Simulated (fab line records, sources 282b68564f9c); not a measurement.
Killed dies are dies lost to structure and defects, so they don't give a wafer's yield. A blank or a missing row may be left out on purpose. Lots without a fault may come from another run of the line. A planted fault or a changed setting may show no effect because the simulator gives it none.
Tool commonality check | flow rit_cmos | 16 lots, 48 wafers sampled

WHY IT WAS OPENED
At RIT_NLDD_OVL_MEAS_06 the reading NLDD_OVL is flagged on 4 of 16 lots. Wafers without a fault read -0.7 nm, standard deviation 1.6.
Rule: a lot is flagged when every wafer of it that has a number lies more than 4 standard deviations from that mean, or none has a number. The other lots count as sound.

lot  | measured    | on         | NLDD_OVL (nm), wafer by wafer | flag
L347 | day 2 19:47 | overlay-01 | -4.0 -3.2 -1.9                |
L349 | day 3 03:01 | overlay-01 | 0.5 -0.9 -0.9                 |
L350 | day 3 09:54 | overlay-01 | -2.3 -1.8 -2.5                |
L351 | day 3 13:14 | overlay-01 | -3.1 -4.0 -2.8                |
L352 | day 3 19:04 | overlay-01 | -0.5 -0.9 1.2                 |
L353 | day 4 01:33 | overlay-01 | -0.3 -1.8 -0.7                |
L354 | day 4 06:46 | overlay-01 | 1.6 1.4 1.1                   |
L355 | day 4 14:14 | overlay-02 | -300.1 -302.7 -301.6          | FLAGGED
L356 | day 4 16:22 | overlay-02 | -301.5 -299.9 -302.7          | FLAGGED
L357 | day 4 20:50 | overlay-02 | -301.6 -301.9 -302.0          | FLAGGED
L358 | day 5 02:01 | overlay-01 | -301.1 -301.6 -299.9          | FLAGGED
L359 | day 5 06:51 | overlay-01 | 0.7 0.6 0.3                   |
L360 | day 5 11:51 | overlay-01 | 0.7 1.6 1.4                   |
L364 | day 6 07:16 | overlay-02 | 0.4 0.7 0.7                   |
L368 | day 7 02:41 | overlay-01 | 0.8 0.6 1.0                   |
L370 | day 7 18:39 | overlay-02 | -0.8 -1.5 -0.3                |
The numbers of the flagged lots are -301.4 nm on average: -300.7 nm against the usual, or -99 or more standard deviations.

WHICH TOOL RAN EACH LOT
The record holds 1 process step before the reading, out of a route of 202 steps. In each cell: the tool, then ch and the chambers that the sampled wafers went through, then the start.
lot  | flag    | RIT_NLDD_EXPOSE_03
L347 |         | iline_stepper-02 ch 0, day 2 19:24
L349 |         | iline_stepper-01 ch 0, day 3 02:37
L350 |         | iline_stepper-01 ch 0, day 3 09:30
L351 |         | iline_stepper-02 ch 0, day 3 12:50
L352 |         | iline_stepper-01 ch 0, day 3 18:40
L353 |         | iline_stepper-01 ch 0, day 4 00:56
L354 |         | iline_stepper-02 ch 0, day 4 06:23
L355 | FLAGGED | iline_stepper-01 ch 0, day 4 13:52
L356 | FLAGGED | iline_stepper-01 ch 0, day 4 15:59
L357 | FLAGGED | iline_stepper-01 ch 0, day 4 20:26
L358 | FLAGGED | iline_stepper-01 ch 0, day 5 01:37
L359 |         | iline_stepper-02 ch 0, day 5 06:27
L360 |         | iline_stepper-02 ch 0, day 5 11:27
L364 |         | iline_stepper-02 ch 0, day 6 06:52
L368 |         | iline_stepper-02 ch 0, day 7 02:19
L370 |         | iline_stepper-02 ch 0, day 7 18:16
What these steps do:
- RIT_NLDD_EXPOSE_03: exposes mask M7, target cd 40700 nm.
- RIT_NLDD_OVL_MEAS_06

FLAGGED OVER TOTAL, TOOL BY TOOL (the gauges that took the reading come last)
step                 | tool             | lots run | flagged | share of the flagged lots | sound lots run after its first flagged lot
RIT_NLDD_EXPOSE_03   | iline_stepper-01 | 8        | 4       | all                       | 0
RIT_NLDD_EXPOSE_03   | iline_stepper-02 | 8        | 0       | none                      | -
RIT_NLDD_OVL_MEAS_06 | overlay-01       | 11       | 1       | some                      | 3 (L359,L360,L368)
RIT_NLDD_OVL_MEAS_06 | overlay-02       | 5        | 3       | some                      | 2 (L364,L370)

WHAT THE TABLE ALLOWS
1 row of the table ran every flagged lot: iline_stepper-01 at RIT_NLDD_EXPOSE_03.
- iline_stepper-01 at RIT_NLDD_EXPOSE_03: 4 of its 8 lots flagged. Its last sound lot is L353 (day 4 00:56), its first flagged lot L355 (day 4 13:52): a fault that began between those two fits.
One tool is left: iline_stepper-01 at RIT_NLDD_EXPOSE_03.

WHAT THE SIMULATOR HAD PUT IN
Scanner matching overlay: iline_stepper-01, from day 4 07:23 on, at RIT_NLDD_EXPOSE_03. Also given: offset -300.
Lots struck among those shown: L355, L356, L357, L358. The rule above found the same.
